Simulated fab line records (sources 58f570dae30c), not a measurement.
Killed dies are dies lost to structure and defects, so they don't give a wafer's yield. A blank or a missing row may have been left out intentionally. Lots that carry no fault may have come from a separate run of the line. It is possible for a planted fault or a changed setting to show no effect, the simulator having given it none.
A single fault, viewed from 2 desks ; flow berkeley cmos170 ; every desk sees just its own numbers, and what lay behind them comes last

THE METROLOGY DESK
Lot by lot, what the gauges showed, no matter which tool ran the lot: averages of those sampled wafers that carry a number. A lot is out of limits, marked OUT, if its mean lies more than 4 standard deviations from the usual mean; the brackets give that distance.
Columns: A = M1_AL_RS at UCB170_M1_RS_MEAS_01, usual 0.0485 ohm/sq; B = M1_AL_THK at UCB170_M1_THK_MEAS_02, usual 604 nm; C = cd nm at UCB170_M1_CD_MEAS_09, usual 700.1 nm; D = M1_OVL at UCB170_M1_OVL_MEAS_10, usual -2 nm
lot;first seen here;A;B;C;D
L293;day 7 22:58;0.0483;616;699.3;0
L301;day 8 18:17;0.0490;604;700.1;4
L306;day 10 08:14;0.0484;601;699.1;-9
L308;day 10 08:58;0.0499;582;702.5;6
L305;day 10 13:22;0.0486;600;699.5;-11
L307;day 10 13:36;0.0473;615;699.5;-3
This desk found nothing out of limits on any of the 6 lots.

DESK OF THE TOOL OWNER: rie metal-02
The tool's own readings at UCB170_M1_METAL_ETCH_12 (etches Al in Cl2/BCl3, stops on PSG, target depth 780 nm, time 130 s): means of the sampled wafers that have a number, for each lot that ran on this tool. A lot is out of limits, marked OUT, if its mean lies more than 4 standard deviations from the usual mean; the brackets give that distance.
Columns: A = bias w at UCB170_M1_METAL_ETCH_12, usual 119.9 W; B = drypump motor current A at UCB170_M1_METAL_ETCH_12, usual 5.6 A; C = oes product au at UCB170_M1_METAL_ETCH_12, usual 0.846 a.u.; D = rf fwd power W at UCB170_M1_METAL_ETCH_12, usual 597.3 W; E = throttle valve pct at UCB170_M1_METAL_ETCH_12, usual 24.44 %
lot;first seen here;A;B;C;D;E
L293;day 8 00:40;119.9;5.8;0.848;597.5;24.41
L306;day 10 09:34;134.0 (+39) OUT;5.7;0.841;595.9;24.48
L307;day 10 15:28;148.1 (+78) OUT;5.7;0.857;598.5;24.41
This desk's finding: out of limits on L306, L307; first on L306, day 10 09:34 (bias w at UCB170_M1_METAL_ETCH_12). L293 stayed within limits.

ALL TOGETHER
On L306, L307, at day 10 09:34, an alarm was possible from the tool owner's desk.
The metrology desk saw nothing out of limits.
The metrology desk holds a record of L306, L307, inside its limits.
Of the lots named, all ran UCB170_M1_METAL_ETCH_12 on rie metal-02.

WHAT HAD BEEN PUT IN BY THE SIMULATOR
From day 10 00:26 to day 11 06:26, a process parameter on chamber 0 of rie metal-02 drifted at UCB170_M1_METAL_ETCH_12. The setting bias w was moved by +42, starting from 120. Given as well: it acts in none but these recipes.
Shown lots that were struck: L306, L307.
Each desk's first reading out of limits, in hours after the fault started: the tool owner's desk, 9.
